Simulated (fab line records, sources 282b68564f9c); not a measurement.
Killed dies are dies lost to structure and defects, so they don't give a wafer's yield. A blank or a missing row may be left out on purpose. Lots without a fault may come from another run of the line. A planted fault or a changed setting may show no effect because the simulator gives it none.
fab line records | flow rit_cmos
record lots=14 wafers=42 last_day=7
route steps=202 shown PSD@142
lots that met no fault: from a run of the same line without faults
start_h: hours from the record's first day to the start of the lot's first wafer shown | wait_h: hours since the lot's step before | " the same as in the row above | L1.1+2: a row that stands for several wafers | - no value, or no start given | * or withheld: withheld | < > ~ a bound
route shown NAME@n: a module of which the file shows steps, and the number in the route of the first | usual: mean/standard deviation of fault-free wafers | same: alike in all rows | chamber/n: place in a boat | sites: the reading at each site | _std_site: their standard deviation | _edge_site: outer sites' mean less inner sites' | radius_mm: how far each site lies from the wafer's centre | mask NAME#n: copy n | behind: the tool/chamber that last shaped the wafer | hold: why the lot was held/for how many hours/how that ended | device: the transistor (n, p or np) that didn't switch | end of line: the same wafers' tests at the end of the route | a step without rows: its recipe alone | killed: dies lost to structure and defects at the first sort, not the wafer's yield | map: a wafer's dies, x killed, . not, _ none there
set.NAME: the setting as run; set.NAME@STEP: as run at that earlier step | model.NAME: the simulator's own value behind a step, which no gauge read
steps of the route over a sample of lots; a table a step, a row a wafer
## steps
# step RIT_PSD_HMDS_00
# recipe prime_time_s=60 prime_temp_c=140
# usual prime_temp_c=139.97/0.14 resist_line_temp_C=22.97/0.11
# columns lot.wafer tool chamber start_h wait_h prime_temp_c resist_line_temp_C
L819.2 litho_track-02 0 48.84 0.1 140.08 22.94
L819.3 " 0 " " 140.11 22.90
L819.6 " 0 " " 140.02 22.87
L820.3 litho_track-03 0 53.97 0.1 139.93 23.16
L820.5 " 0 " " 140.21 22.93
L820.6 " 0 " " 139.99 23.11
L821.2 litho_track-02 0 60.48 0.1 139.93 23.01
L821.3 " 0 " " 139.90 22.85
L821.5 " 0 " " 139.85 23.05
L822.2 litho_track-03 0 63.16 0.1 139.87 23.00
L822.3 " 0 " " 139.97 23.11
L822.5 " 0 " " 139.82 23.06
L824.1 litho_track-02 0 73.13 0.1 142.60 22.78
L824.5 " 0 " " 142.56 23.02
L824.6 " 0 " " 142.50 23.01
L826.4 litho_track-04 0 83.84 0.1 139.75 23.03
L826.5 " 0 " " 139.97 23.03
L826.6 " 0 " " 139.95 23.00
L828.1 litho_track-04 0 93.76 0.1 140.18 22.96
L828.2 " 0 " " 139.93 22.97
L828.4 " 0 " " 140.21 23.07
L830.1 litho_track-02 0 103.53 0.1 142.64 23.05
L830.2 " 0 " " 142.66 22.95
L830.6 " 0 " " 142.60 23.05
L831.1 litho_track-03 0 106.78 0.1 140.06 23.08
L831.2 " 0 " " 139.99 23.09
L831.5 " 0 " " 140.01 23.12
L834.2 litho_track-03 0 122.11 0.1 139.84 22.88
L834.3 " 0 " " 139.86 23.00
L834.5 " 0 " " 139.80 23.18
L835.3 litho_track-03 0 127.27 0.1 140.00 22.83
L835.5 " 0 " " 140.07 22.80
L835.6 " 0 " " 139.98 22.96
L837.2 litho_track-03 0 137.48 0.1 139.90 22.89
L837.4 " 0 " " 139.94 22.91
L837.6 " 0 " " 140.06 22.99
L838.1 litho_track-03 0 141.81 0.1 139.88 22.90
L838.3 " 0 " " 140.02 23.05
L838.5 " 0 " " 140.04 22.86
L841.1 litho_track-03 0 157.13 0.1 140.00 23.26
L841.3 " 0 " " 139.99 23.14
L841.6 " 0 " " 139.93 23.12
## key
first_sign step=RIT_PSD_HMDS_00 reading=prime_temp_c direction=up sigmas=19 usual=* struck=*
effect none on later readings
met_at RIT_PSD_HMDS_00
struck_lots L824,L830
tester_left_out L824,L830
onset_between 60.48 73.13
fault kind=process_parameter_drift tool=litho_track-02 chamber=- onset_h=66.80 steps=RIT_PSD_HMDS_00 channel=prime_temp_c offset=* shape=step end_h=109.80 acts_in=* stated=*
# tester_left_out: of these lots the tester's yield and bins aren't shown, on N5 and GAA mostly nor the transistor test; their killed dies are dies lost to structure and defects alone, not to doping, threshold or leakage, so they don't give the yield
